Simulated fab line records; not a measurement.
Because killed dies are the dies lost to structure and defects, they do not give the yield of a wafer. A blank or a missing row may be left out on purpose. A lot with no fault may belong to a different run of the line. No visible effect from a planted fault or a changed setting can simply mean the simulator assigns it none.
fab line records	flow ritCmos
record lots=5	wafers=27
route steps=202 shown ACTIVE@4 FOX2@26 GATE@95 REOX@101 NLDD@103 PLDD@123 SPACER@125 M1@196
startH: hours from the record's opening day to when the first of the lot's shown wafers began	waitH: time in hours since the lot's previous step	" repeats the value in the row above	L1.1+2: a row that stands for several wafers	- no value, or no start given	* or withheld: withheld	< > ~ a bound
route shown NAME@n: a module of which the file shows steps, and the number in the route of the first	usual: mean and standard deviation over wafers with no fault	same: alike in all rows	chamber/n: place in a boat	sites: each site's reading	_std_site: the values' standard deviation	_edge_site: mean of outer sites minus mean of inner sites	radiusMm: how far each site lies from the wafer's centre	mask NAME#n: copy n	behind: the last tool/chamber to shape the wafer	hold: why the lot was held/for how many hours/how that ended	device: whichever transistor did not switch (one of n, p or np)	end of line: tests run on the same wafers once the route is complete	a step with no rows: only its recipe	killed: count of dies lost to structure and defects at first sort (not the wafer's yield)	map: a wafer's dies, marking killed ones x, the rest . and places with no die _
set.NAME: the setting that was run; set.NAME@STEP: the one run at that earlier step	model.NAME: the simulator's own value behind a step, which no gauge read
lots where settings were altered on purpose, with a table for each step and a row for each wafer
## steps
# step RIT_ACTIVE_CVD_03
# recipe material=Si3N4	targetThkNm=150	tempC=810	precursor=SiH2Cl2/NH3	timeS=1500	pressureMtorr=300	sih2cl2FlowSccm=60	nh3FlowSccm=150
lot.wafer	tool	chamber	startH	waitH	set.timeS	model.Si3N4_of_ACTIVE_CVD_03.thkNm
L077.1	-	-	-	0.1	1119	110.1
L077.2	"	-	"	"	1119	113
L077.3	"	-	"	"	1119	112.1
L077.4	"	-	"	"	1119	112.5
L077.5	"	-	"	"	1119	111.8
L077.6	"	-	"	"	1119	111.4
L079.1+4	-	-	-	0.1	1500	151.6
L079.2+5	"	-	"	"	1500	151.8
L079.3	"	-	"	"	1500	150.8
L079.6	"	-	"	"	1500	152.2
L081.1	-	-	-	0.1	983.9	98.15
L081.2	"	-	"	"	983.9	99.03
L081.3	"	-	"	"	983.9	99.87
L081.4	"	-	"	"	983.9	98.22
L081.5	"	-	"	"	983.9	98.73
L081.6	"	-	"	"	983.9	98.26
L082.1	lpcvd-02	1	52.33	0.1	1500	152.4
L082.2	"	1	"	"	1500	150.7
L082.5	"	1	"	"	1500	151.1
L084.1	-	-	-	0.1	1074	107.4
L084.2	"	-	"	"	1074	107.6
L084.3	"	-	"	"	1074	107.5
L084.4	"	-	"	"	1074	108.5
L084.5	"	-	"	"	1074	107.8
L084.6	"	-	"	"	1074	107.3
# step RIT_ACTIVE_THK_MEAS_04
# recipe reads=Si3N4_of_ACTIVE_CVD_03
# usual ACTIVE_NITRIDE_THK=150.7/1.2
lot.wafer	tool	chamber	startH	waitH	set.timeS@ACTIVE_CVD_03	ACTIVE_NITRIDE_THK[nm]
L077.1	filmMetro-03	-	-	-	1119	110.0
L077.2	"	-	"	"	1119	112.9
L077.3	"	-	"	"	1119	112.2
L077.4	"	-	"	"	1119	112.5
L077.5	"	-	"	"	1119	111.7
L077.6	"	-	"	"	1119	111.4
L079.1	filmMetro-02	-	-	-	1500	151.7
L079.2	"	-	"	"	1500	151.9
L079.3	"	-	"	"	1500	150.9
L079.4	"	-	"	"	1500	151.6
L079.5	"	-	"	"	1500	151.9
L079.6	"	-	"	"	1500	152.2
L081.1	filmMetro-02	-	-	-	983.9	98.1
L081.2	"	-	"	"	983.9	99.0
L081.3	"	-	"	"	983.9	99.8
L081.4	"	-	"	"	983.9	98.1
L081.5	"	-	"	"	983.9	98.7
L081.6	"	-	"	"	983.9	98.2
L082.1	filmMetro-03	-	53.74	0.0	1500	152.4
L082.2	"	-	"	"	1500	150.7
L082.5	"	-	"	"	1500	151.1
L084.1	filmMetro-02	-	-	-	1074	107.4
L084.2	"	-	"	"	1074	107.6
L084.3	"	-	"	"	1074	107.5
L084.4	"	-	"	"	1074	108.5
L084.5	"	-	"	"	1074	107.9
L084.6	"	-	"	"	1074	107.4
# step RIT_ACTIVE_HMDS_05
# recipe primeTimeS=60	primeTempC=140
# step RIT_ACTIVE_COAT_06
# recipe resist=NOVOLAK	spinRpm=3250	resistThkNm=1000
# step RIT_ACTIVE_HARDBAKE_12
# recipe resist=NOVOLAK	tempC=140	timeS=60
# step RIT_ACTIVE_ETCH_13
# recipe stopOn=SiO2	chemistry=SF6	target=Si3N4	timeS=210	overEtchFrac=0.4	SF6_flow_sccm=200	pressureMtorr=260	rfW=125	targetDepthA=2100
# usual oesProductAu=0.818/0.014
lot.wafer	tool	chamber	startH	waitH	set.timeS@ACTIVE_CVD_03	oesProductAu	model.ACTIVE.featureDepthNm	model.etch.depthNm
L077.1	rieDiel-04	2	29.83	0.1	1119	0.712	111.4	110.1
L077.2	"	0	"	"	1119	0.693	113	113
L077.3	"	1	"	"	1119	0.713	112.1	112.1
L077.4	"	3	"	"	1119	0.691	112.5	112.5
L077.5	"	2	"	"	1119	0.715	113.1	111.8
L077.6	"	3	"	"	1119	0.679	111.4	111.4
L079.1	rieDiel-01	1	39.71	0.1	1500	0.853	152	151.6
L079.2	"	0	"	"	1500	0.821	152.8	151.8
L079.3	"	3	"	"	1500	0.811	150.9	150.8
L079.4	"	2	"	"	1500	0.825	151.7	151.6
L079.5	"	0	"	"	1500	0.814	152.7	151.8
L079.6	"	1	"	"	1500	0.857	152.6	152.2
L081.1	rieDiel-03	1	50.42	0.1	983.9	0.665	99.09	98.15
L081.2	"	2	"	"	983.9	0.659	99.03	99.03
L081.3	"	3	"	"	983.9	0.677	99.99	99.87
L081.4	"	2	"	"	983.9	0.652	98.22	98.22
L081.5	"	3	"	"	983.9	0.668	98.84	98.73
L081.6	"	1	"	"	983.9	0.673	99.19	98.26
L082.1	rieDiel-01	2	55.05	0.1	1500	0.817	152.5	152.4
L082.2	"	3	"	"	1500	0.808	150.7	150.7
L082.5	"	2	"	"	1500	0.809	151.2	151.1
L084.1	rieDiel-01	0	64.83	0.1	1074	0.684	108.4	107.4
L084.2	"	2	"	"	1074	0.678	107.6	107.6
L084.3	"	3	"	"	1074	0.696	107.5	107.5
L084.4	"	1	"	"	1074	0.725	108.9	108.5
L084.5	"	3	"	"	1074	0.686	107.8	107.8
L084.6	"	2	"	"	1074	0.684	107.4	107.3
# step RIT_FOX2_WET_ETCH_03
# recipe chemistry=H3PO4	target=Si3N4	targetDepthNm=195	tempC=165	timeS=2700
lot.wafer	tool	chamber	startH	waitH	set.timeS	model.SiO2_of_ACTIVE_OXIDATION_01.thkNm
L077.1	-	-	-	0.0	1885	41.84
L077.2+3	"	-	"	"	1885	43.41
L077.4	"	-	"	"	1885	42.4
L077.5	"	-	"	"	1885	41.08
L077.6	"	-	"	"	1885	43.5
L079.1	-	-	-	0.0	3642	39.48
L079.2	"	-	"	"	3642	38.47
L079.3	"	-	"	"	3642	39.35
L079.4	"	-	"	"	3642	39.75
L079.5	"	-	"	"	3642	38.63
L079.6	"	-	"	"	3642	38.82
L081.1	-	-	-	0.0	1198	42.18
L081.2	"	-	"	"	1198	43.68
L081.3	"	-	"	"	1198	44.25
L081.4	"	-	"	"	1198	43.56
L081.5	"	-	"	"	1198	43.42
L081.6	"	-	"	"	1198	42.75
L082.1	wetBench-03	3	59.52	0.0	2700	41.27
L082.2	"	3	"	"	2700	41.29
L082.5	"	3	"	"	2700	41.37
L084.1	-	-	-	0.0	4308	38.53
L084.2	"	-	"	"	4308	39.2
L084.3+4	"	-	"	"	4308	39.26
L084.5	"	-	"	"	4308	39.45
L084.6	"	-	"	"	4308	38.5
# step RIT_GATE_ETCH_19
# recipe chemistry=SF6/CHF3/O2	timeS=165	SF6_flow_sccm=30	CHF3_flow_sccm=30	O2_flow_sccm=5	target=poly-Si	pressureMtorr=40	rfW=160	targetDepthA=3125	overEtchFrac=0.25	stopOn=SiO2
# usual oesProductAu=0.844/0.0083
lot.wafer	tool	chamber	startH	waitH	set.targetDepthA	oesProductAu	model.etch.depthNm	model.GATE.featureDepthNm	model.NOVOLAK_of_GATE_COAT_11.thkNm
L077.1	rieSi-01	3	53.35	0.1	2428	0.977	240.4	240.4	684.6
L077.2	"	0	"	"	3125	0.851	250.8	250.8	665.3
L077.3	"	1	"	"	2428	0.990	242.7	242.7	684.6
L077.4	"	2	"	"	3125	0.839	250.2	250.2	665.4
L077.5	"	2	"	"	3125	0.840	251.2	251.2	666.5
L077.6	"	3	"	"	2428	0.973	239.8	239.8	685.7
L079.1	rieSi-01	2	61.30	0.1	4066	0.693	250.2	250.2	635.6
L079.2	"	0	"	"	3125	0.851	250.1	250.1	659.3
L079.3	"	3	"	"	4066	0.704	252.2	252.2	634.8
L079.4	"	1	"	"	3125	0.850	250.1	250.1	658.5
L079.5	"	1	"	"	4066	0.716	252.3	252.3	634.2
L079.6	"	0	"	"	3125	0.853	249.7	249.7	659.2
L081.1	rieSi-01	1	72.94	0.1	3125	0.851	251.2	251.2	662.8
L081.2	"	0	"	"	3125	0.843	249.9	249.9	666.7
L081.3	"	2	"	"	3125	0.848	251.6	251.6	664.3
L081.4	"	3	"	"	3125	0.840	251.1	251.1	666.1
L081.5	"	0	"	"	3125	0.854	252.9	252.9	666
L081.6	"	1	"	"	3125	0.849	250.8	250.8	663.6
L082.1	rieSi-02	0	81.03	0.1	3125	0.840	251.8	251.8	665.2
L082.2	"	3	"	"	3125	0.838	252.6	252.6	664.9
L082.5	"	1	"	"	3125	0.859	254.3	254.3	667.2
L084.1	rieSi-02	3	88.18	0.1	1814	0.982	181.7	181.7	695.7
L084.2	"	1	"	"	3125	0.862	249.7	249.7	663.7
L084.3	"	0	"	"	3125	0.836	251.6	251.6	660.9
L084.4	"	0	"	"	1814	0.986	183	183	698.4
L084.5	"	3	"	"	3125	0.846	252.7	252.7	660.8
L084.6	"	1	"	"	1814	1.001	178	178	698.8
# step RIT_REOX_OXIDATION_03
# recipe tempC=900	ambient=O2	targetThkA=252	oxTimeS=5580
lot.wafer	tool	chamber	startH	waitH	set.oxTimeS	model.SiO2_of_REOX_OXIDATION_03.thkNm	model.poly-Si_of_GATE_CVD_08.thkNm
L077.1	-	-	-	0.0	4473	22.04	234.8
L077.2	"	-	"	"	4473	22.06	235.4
L077.3	"	-	"	"	4473	21.61	234.9
L077.4	"	-	"	"	4473	22.32	234.8
L077.5	"	-	"	"	4473	22.27	235.7
L077.6	"	-	"	"	4473	22.19	233.9
L079.1	-	-	-	0.0	5580	25.47	233.2
L079.2	"	-	"	"	5580	25.72	233.1
L079.3	"	-	"	"	5580	25.6	235.2
L079.4	"	-	"	"	5580	25.69	233.1
L079.5	"	-	"	"	5580	25.5	235.3
L079.6	"	-	"	"	5580	25.21	232.7
L081.1	-	-	-	0.4	7931	32	230.8
L081.2	"	-	"	"	7931	32.15	229.5
L081.3	"	-	"	"	7931	32.14	231.2
L081.4	"	-	"	"	7931	32.04	230.8
L081.5	"	-	"	"	7931	31.51	232.5
L081.6	"	-	"	"	7931	32.42	230.4
L082.1	furnace-02	0	82.05	0.2	5580	25.26	234.8
L082.2	"	0	"	"	5580	25.72	235.5
L082.5	"	0	"	"	5580	25.5	237.2
L084.1	-	-	-	0.5	8046	32.18	228.5
L084.2	"	-	"	"	8046	32.29	229.2
L084.3	"	-	"	"	8046	31.61	231.1
L084.4	"	-	"	"	8046	32	230.5
L084.5	"	-	"	"	8046	32.1	232.2
L084.6	"	-	"	"	8046	32.09	229.3
# step RIT_REOX_THK_MEAS_04
# recipe reads=SiO2_of_REOX_OXIDATION_03
# usual REOX_OXIDE_THK=25.34/0.27
lot.wafer	tool	chamber	startH	waitH	set.oxTimeS@REOX_OXIDATION_03	REOX_OXIDE_THK[nm]
L077.1	filmMetro-03	-	-	-	4473	22.05
L077.2	"	-	"	"	4473	22.09
L077.3	"	-	"	"	4473	21.59
L077.4	"	-	"	"	4473	22.33
L077.5	"	-	"	"	4473	22.25
L077.6	"	-	"	"	4473	22.15
L079.1	filmMetro-03	-	-	-	5580	25.46
L079.2	"	-	"	"	5580	25.73
L079.3	"	-	"	"	5580	25.56
L079.4	"	-	"	"	5580	25.74
L079.5	"	-	"	"	5580	25.47
L079.6	"	-	"	"	5580	25.20
L081.1	filmMetro-01	-	-	-	7931	31.96
L081.2	"	-	"	"	7931	32.10
L081.3	"	-	"	"	7931	32.15
L081.4	"	-	"	"	7931	32.04
L081.5	"	-	"	"	7931	31.46
L081.6	"	-	"	"	7931	32.45
L082.1	filmMetro-01	-	84.60	0.0	5580	25.27
L082.2	"	-	"	"	5580	25.71
L082.5	"	-	"	"	5580	25.54
L084.1	filmMetro-03	-	-	-	8046	32.21
L084.2	"	-	"	"	8046	32.30
L084.3	"	-	"	"	8046	31.62
L084.4	"	-	"	"	8046	32.04
L084.5	"	-	"	"	8046	32.11
L084.6	"	-	"	"	8046	32.05
# step RIT_NLDD_HMDS_00
# recipe primeTimeS=60	primeTempC=140
# step RIT_NLDD_COAT_01
# recipe resist=NOVOLAK	spinRpm=3250	resistThkNm=1000
# step RIT_PLDD_STRIP_09
# recipe chemistry=O2	timeS=180	resist=NOVOLAK	platenTempC=withheld	powerW=500	pressureMtorr=4000	o2FlowSccm=4000
# step RIT_SPACER_CLEAN_00
# recipe chemistry=SC1	mix=3:3:50	timeS=600	tempC=75
lot.wafer	tool	chamber	startH	waitH	set.oxTimeS@REOX_OXIDATION_03	model.SiO2_of_REOX_OXIDATION_03.thkNm
L077.1	wetBench-01	0	60.00	0.1	4473	20.34
L077.2	"	0	"	"	4473	20.37
L077.3	"	0	"	"	4473	19.97
L077.4	"	0	"	"	4473	20.6
L077.5	"	0	"	"	4473	20.56
L077.6	"	0	"	"	4473	20.48
L079.1	wetBench-01	2	67.97	0.1	5580	23.52
L079.2	"	2	"	"	5580	23.73
L079.3	"	2	"	"	5580	23.64
L079.4	"	2	"	"	5580	23.72
L079.5	"	2	"	"	5580	23.55
L079.6	"	2	"	"	5580	23.28
L081.1	wetBench-03	0	79.74	0.1	7931	29.5
L081.2	"	0	"	"	7931	29.64
L081.3	"	0	"	"	7931	29.63
L081.4	"	0	"	"	7931	29.55
L081.5	"	0	"	"	7931	29.06
L081.6	"	0	"	"	7931	29.9
L082.1	wetBench-02	2	87.82	0.1	5580	23.33
L082.2	"	2	"	"	5580	23.75
L082.5	"	2	"	"	5580	23.56
L084.1	wetBench-03	2	95.34	0.1	8046	29.71
L084.2	"	2	"	"	8046	29.83
L084.3	"	2	"	"	8046	29.19
L084.4	"	2	"	"	8046	29.56
L084.5	"	2	"	"	8046	29.63
L084.6	"	2	"	"	8046	29.65
# step RIT_M1_METAL_ETCH_12
# recipe stopOn=SiO2	chemistry=Cl2/BCl3	target=Al	timeS=165	overEtchFrac=0.5	pressureMtorr=100	targetDepthA=6000	rfW=250	Cl2_flow_sccm=60	bcl3FlowSccm=50
# usual oesProductAu=0.773/0.012
lot.wafer	tool	chamber	startH	waitH	set.targetDepthA	oesProductAu	model.NOVOLAK_of_M1_COAT_04.thkNm	model.M1.featureDepthNm	model.etch.depthNm
L077.1	rieMetal-02	0	71.93	0.2	6000	0.796	803.4	435.5	402.5
L077.2	"	1	"	"	4426	0.929	887.4	424.4	400
L077.3	"	0	"	"	4426	0.943	893.6	426.4	402
L077.4	"	1	"	"	6000	0.778	800.7	437	403.7
L077.5	"	0	"	"	4426	0.944	892.1	424.2	399.8
L077.6	"	1	"	"	6000	0.780	799.3	436.1	402.8
L079.1	rieMetal-04	0	79.45	0.2	3655	0.983	930.6	369.2	369.2
L079.2	"	1	"	"	6000	0.778	813.1	431.4	399.7
L079.3	"	1	"	"	3655	0.989	937.4	358.5	358.5
L079.4	"	0	"	"	6000	0.761	804.8	436.8	404.2
L079.5	"	0	"	"	6000	0.753	806.6	433.8	401.2
L079.6	"	1	"	"	3655	0.983	940.3	359.2	359.2
L081.1	rieMetal-01	0	90.95	0.2	6000	0.767	796.9	432.2	398.8
L081.2	"	1	"	"	6000	0.778	804.8	431.5	398.7
L081.3	"	1	"	"	2605	1.016	991.1	263.8	263.8
L081.4	"	0	"	"	2605	0.996	990.9	264	264
L081.5	"	1	"	"	6000	0.779	806.6	433.1	400.3
L081.6	"	0	"	"	2605	0.991	990.2	265.9	265.9
L082.1	rieMetal-04	0	100.12	0.2	6000	0.762	811.2	435.1	402.7
L082.2	"	1	"	"	6000	0.780	816.8	433.7	401.9
L082.5	"	1	"	"	6000	0.782	817.5	436.3	404.6
L084.1	rieMetal-01	0	107.65	0.2	3980	0.989	907	426.6	404.5
L084.2	"	1	"	"	6000	0.784	802.6	434.9	402.1
L084.3	"	0	"	"	6000	0.770	794.1	437.3	404
L084.4	"	1	"	"	6000	0.787	801.7	435.2	402.4
L084.5	"	0	"	"	3980	0.980	914.7	404.2	404.2
L084.6	"	1	"	"	3980	1.009	912.3	400.8	400.8
# step RIT_M1_STRIP_13
# recipe chemistry=nmp	resist=NOVOLAK	tempC=80	timeS=617	dry=n2Spin
# step RIT_M1_STRIP_14
# recipe chemistry=O2	timeS=180	platenTempC=withheld	powerW=500	pressureMtorr=4000	o2FlowSccm=4000
# step RIT_M1_CD_MEAS_90
# recipe targetCdNm=2600
# usual cdNm=2600.6/2
lot.wafer	tool	chamber	startH	waitH	set.targetDepthA@M1_METAL_ETCH_12	cdNm
L077.1	cdSem-02	-	72.44	0.1	6000	2599.0
L077.2	"	-	"	"	4426	2606.7
L077.3	"	-	"	"	4426	2607.9
L077.4	"	-	"	"	6000	2600.1
L077.5	"	-	"	"	4426	2608.2
L077.6	"	-	"	"	6000	2598.4
L079.1	cdSem-01	-	80.00	0.1	3655	2610.8
L079.2	"	-	"	"	6000	2603.3
L079.3	"	-	"	"	3655	2611.4
L079.4	"	-	"	"	6000	2602.3
L079.5	"	-	"	"	6000	2601.0
L079.6	"	-	"	"	3655	2610.7
L081.1	cdSem-02	-	91.52	0.1	6000	2598.6
L081.2	"	-	"	"	6000	2597.0
L081.3	"	-	"	"	2605	2614.0
L081.4	"	-	"	"	2605	2611.8
L081.5	"	-	"	"	6000	2600.4
L081.6	"	-	"	"	2605	2611.8
L082.1	cdSem-01	-	100.71	0.2	6000	2601.9
L082.2	"	-	"	"	6000	2599.9
L082.5	"	-	"	"	6000	2599.7
L084.1	cdSem-01	-	108.20	0.1	3980	2606.6
L084.2	"	-	"	"	6000	2595.5
L084.3	"	-	"	"	6000	2596.4
L084.4	"	-	"	"	6000	2597.3
L084.5	"	-	"	"	3980	2606.4
L084.6	"	-	"	"	3980	2603.0
## key
split step=RIT_ACTIVE_CVD_03	setting=timeS	stated=1500	by=lot
response step=RIT_ACTIVE_CVD_03	reading=model.Si3N4_of_ACTIVE_CVD_03.thkNm	change=+1.54	per=1%	r=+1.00
response step=RIT_ACTIVE_THK_MEAS_04	reading=ACTIVE_NITRIDE_THK	change=+1.55	per=1%	r=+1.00
response step=RIT_ACTIVE_ETCH_13	reading=oesProductAu	change=+0.00465	per=1%	r=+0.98
response step=RIT_ACTIVE_ETCH_13	reading=model.ACTIVE.featureDepthNm	change=+1.54	per=1%	r=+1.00
response step=RIT_ACTIVE_ETCH_13	reading=model.etch.depthNm	change=+1.54	per=1%	r=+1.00
split step=RIT_FOX2_WET_ETCH_03	setting=timeS	stated=2700	by=lot
response step=RIT_FOX2_WET_ETCH_03	reading=model.SiO2_of_ACTIVE_OXIDATION_01.thkNm	change=-0.0413	per=1%	r=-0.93
split step=RIT_GATE_ETCH_19	setting=targetDepthA	stated=3125	by=wafer
response step=RIT_GATE_ETCH_19	reading=oesProductAu	change=-0.00424	per=1%	r=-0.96
response step=RIT_GATE_ETCH_19	reading=model.etch.depthNm	shape=bent	atLowest=180.9	atStated=251.2	atHighest=251.6
response step=RIT_GATE_ETCH_19	reading=model.GATE.featureDepthNm	shape=bent	atLowest=180.9	atStated=251.2	atHighest=251.6
response step=RIT_GATE_ETCH_19	reading=model.NOVOLAK_of_GATE_COAT_11.thkNm	change=-0.84	per=1%	r=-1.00
split step=RIT_REOX_OXIDATION_03	setting=oxTimeS	stated=5580	by=lot
response step=RIT_REOX_OXIDATION_03	reading=model.SiO2_of_REOX_OXIDATION_03.thkNm	change=+0.156	per=1%	r=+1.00
response step=RIT_REOX_OXIDATION_03	reading=model.poly-Si_of_GATE_CVD_08.thkNm	change=-0.0768	per=1%	r=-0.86
response step=RIT_REOX_THK_MEAS_04	reading=REOX_OXIDE_THK	change=+0.156	per=1%	r=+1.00
response step=RIT_SPACER_CLEAN_00	reading=model.SiO2_of_REOX_OXIDATION_03.thkNm	change=+0.144	per=1%	r=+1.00
split step=RIT_M1_METAL_ETCH_12	setting=targetDepthA	stated=6000	by=wafer
response step=RIT_M1_METAL_ETCH_12	reading=oesProductAu	change=-0.00498	per=1%	r=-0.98
response step=RIT_M1_METAL_ETCH_12	reading=model.NOVOLAK_of_M1_COAT_04.thkNm	change=-3.32	per=1%	r=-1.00
response step=RIT_M1_METAL_ETCH_12	reading=model.M1.featureDepthNm	change=+2.05	per=1%	r=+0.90
response step=RIT_M1_METAL_ETCH_12	reading=model.etch.depthNm	shape=bent	atLowest=264.6	atStated=402	atHighest=402
response step=RIT_M1_CD_MEAS_90	reading=cdNm	change=-0.251	per=1%	r=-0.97
